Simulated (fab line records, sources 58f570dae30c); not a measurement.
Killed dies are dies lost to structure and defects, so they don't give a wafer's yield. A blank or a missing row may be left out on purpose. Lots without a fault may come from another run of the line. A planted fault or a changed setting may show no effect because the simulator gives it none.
A struck lot beside a sound one | flow berkeley_cmos170 | 42 steps out of a route of 331
Sound: wafers L279.3, L279.4, L279.6. Struck: wafers L283.1, L283.4, L283.6. The cause comes at the end.
At each step with rows: each side's tool, then ch and its chambers, then its first start. Under that, the readings that differ: sound wafers | struck wafers | difference of the means | sigmas: that difference in standard deviations of wafers without a fault.
alike: readings whose means differ by less than 2 such deviations, and words and numbers that are the same on both sides. not compared: withheld readings, readings that some wafer has no value for, bounds like >300 that may hide the same value, and numbers for which the record gives no deviation and whose values overlap.
The two part at a step that has a row with sigmas, a row that says differs or no value, or rows on one side only. Numbers that don't overlap but have no deviation are shown without sigmas and don't part them. A reading that every wafer of one side lacks parts them only if that side has two wafers or more.

first, 1 step without rows for these wafers: UCB170_PLDD_IMPLANT_09.
UCB170_PLDD_STRIP_10: strips in O2.
  sound on plasma_asher-03 ch 0,1, day 7 10:54; struck on plasma_asher-03 ch 0,1, day 8 09:41
  alike: drypump_motor_current_A, oes_product_au, strip_time_to_endpoint_s
  not compared: rf_hours_counter_h
UCB170_PLDD_TW_MEAS_11:
  sound on film_metro-01, day 7 10:59; struck on film_metro-04, day 8 09:47
  reading | sound          | struck         | difference | sigmas
  PLDD_TW | 1017 1018 1017 | 1029 1031 1033 | +14        | +2
then, 7 steps without rows for these wafers: UCB170_PLDD_CLEAN_12 (cleans in SPM, time 600 s); UCB170_NLDD_HMDS_00 (prime time 60 s); UCB170_NLDD_COAT_01 (resist thk 900 nm); UCB170_NLDD_SOFTBAKE_02 (time 60 s); UCB170_NLDD_EXPOSE_03 (exposes mask NSELECT, target cd 1200 nm); UCB170_NLDD_PEB_04; UCB170_NLDD_DEVELOP_05 (develop time 45 s).
UCB170_NLDD_CD_MEAS_06: target cd 1200 nm.
  sound on cd_sem-01, day 7 13:21; struck on cd_sem-02, day 8 11:22
  alike: cd_nm
UCB170_NLDD_OVL_MEAS_07:
  sound on overlay-01, day 7 13:27; struck on overlay-02, day 8 11:29
  alike: NLDD_OVL
UCB170_NLDD_IMPLANT_08:
  sound on implanter-03 ch 0, day 7 13:33; struck on implanter-01 ch 0, day 8 11:31
  reading            | sound             | struck            | difference | sigmas
  tilt_deg (degrees) | 6.992 7.003 6.985 | 0.051 0.017 0.006 | -6.969     | -99 or more
  alike: beam_energy_keV, faraday_current_uA
then, 1 step without rows for these wafers: UCB170_NLDD_IMPLANT_09.
UCB170_NLDD_STRIP_10: strips in O2.
  sound on plasma_asher-02 ch 0,1, day 7 13:50; struck on plasma_asher-02 ch 0,1, day 8 11:49
  alike: drypump_motor_current_A, oes_product_au, strip_time_to_endpoint_s
  not compared: rf_hours_counter_h
UCB170_NLDD_TW_MEAS_11:
  sound on film_metro-03, day 7 13:55; struck on film_metro-04, day 8 12:08
  reading | sound          | struck         | difference | sigmas
  NLDD_TW | 2225 2219 2229 | 2163 2171 2175 | -55        | -4
  not compared: hold
UCB170_SPACER_CVD_00: deposits SiO2 from TEOS/O2, target thk 376 nm, time 45.04 s.
  sound on pecvd-03 ch 0,1,2, day 7 14:19; struck on pecvd-03 ch 1,2, day 8 18:46
  alike: heater_power_w
UCB170_SPACER_THK_MEAS_01:
  sound on film_metro-02, day 7 14:23; struck on film_metro-02, day 8 18:53
  alike: SPACER_TEOS_THK
then, 1 step without rows for these wafers: UCB170_SPACER_ANNEAL_02 (time 1800 s).
UCB170_SPACER_ETCHBACK_03: etches SiO2 in CHF3/CF4/Ar, stops on Si, target depth 376 nm, time 100 s.
  sound on rie_diel-02 ch 2,3, day 7 16:37; struck on rie_diel-04 ch 0,2,3, day 8 20:43
  alike: drypump_motor_current_A, oes_product_au, throttle_valve_pct
  not compared: rf_hours_counter_h
then, 6 steps without rows for these wafers: UCB170_PSD_HMDS_00 (prime time 60 s); UCB170_PSD_COAT_01 (resist thk 900 nm); UCB170_PSD_SOFTBAKE_02 (time 60 s); UCB170_PSD_EXPOSE_03 (exposes mask PSELECT MOD, target cd 1200 nm); UCB170_PSD_PEB_04; UCB170_PSD_DEVELOP_05 (develop time 45 s).
UCB170_PSD_CD_MEAS_06: target cd 1200 nm.
  sound on cd_sem-01, day 7 18:48; struck on cd_sem-01, day 8 21:59
  alike: cd_nm
UCB170_PSD_OVL_MEAS_07:
  sound on overlay-01, day 7 18:54; struck on overlay-01, day 8 22:06
  alike: PSD_OVL
then, 1 step without rows for these wafers: UCB170_PSD_IMPLANT_08.
UCB170_PSD_STRIP_09: strips in O2.
  sound on plasma_asher-04 ch 0,1, day 7 19:06; struck on plasma_asher-04 ch 0,1, day 8 22:17
  alike: drypump_motor_current_A, oes_product_au, strip_time_to_endpoint_s
  not compared: rf_hours_counter_h
UCB170_PSD_TW_MEAS_10:
  sound on film_metro-03, day 7 19:11; struck on film_metro-03, day 8 22:26
  alike: PSD_TW
then, 7 steps without rows for these wafers: UCB170_PSD_CLEAN_11 (cleans in SPM, time 600 s); UCB170_NSD_HMDS_00 (prime time 60 s); UCB170_NSD_COAT_01 (resist thk 900 nm); UCB170_NSD_SOFTBAKE_02 (time 60 s); UCB170_NSD_EXPOSE_03 (exposes mask NSELECT MOD, target cd 1200 nm); UCB170_NSD_PEB_04; UCB170_NSD_DEVELOP_05 (develop time 45 s).
UCB170_NSD_CD_MEAS_06: target cd 1200 nm.
  sound on cd_sem-02, day 7 20:40; struck on cd_sem-02, day 9 03:50
  alike: cd_nm
UCB170_NSD_OVL_MEAS_07:
  sound on overlay-01, day 7 20:45; struck on overlay-01, day 9 03:58
  reading      | sound   | struck   | difference | sigmas
  NSD_OVL (nm) | -5 10 3 | 14 14 13 | +11        | +2
then, 1 step without rows for these wafers: UCB170_NSD_IMPLANT_08.
UCB170_SDANNEAL_RS_MEAS_05: measures by four-point-probe.
  sound on film_metro-03, day 7 22:44; struck on film_metro-03, day 9 09:29
  reading          | sound             | struck            | difference | sigmas
  NLDD_RS (ohm/sq) | 615.9 615.7 616.0 | 536.5 536.2 536.3 | -79.5      | -61
  not compared: hold

WHERE THEY PART
First at UCB170_PLDD_TW_MEAS_11; last, within this record, at UCB170_SDANNEAL_RS_MEAS_05.

WHY: what the simulator had put in
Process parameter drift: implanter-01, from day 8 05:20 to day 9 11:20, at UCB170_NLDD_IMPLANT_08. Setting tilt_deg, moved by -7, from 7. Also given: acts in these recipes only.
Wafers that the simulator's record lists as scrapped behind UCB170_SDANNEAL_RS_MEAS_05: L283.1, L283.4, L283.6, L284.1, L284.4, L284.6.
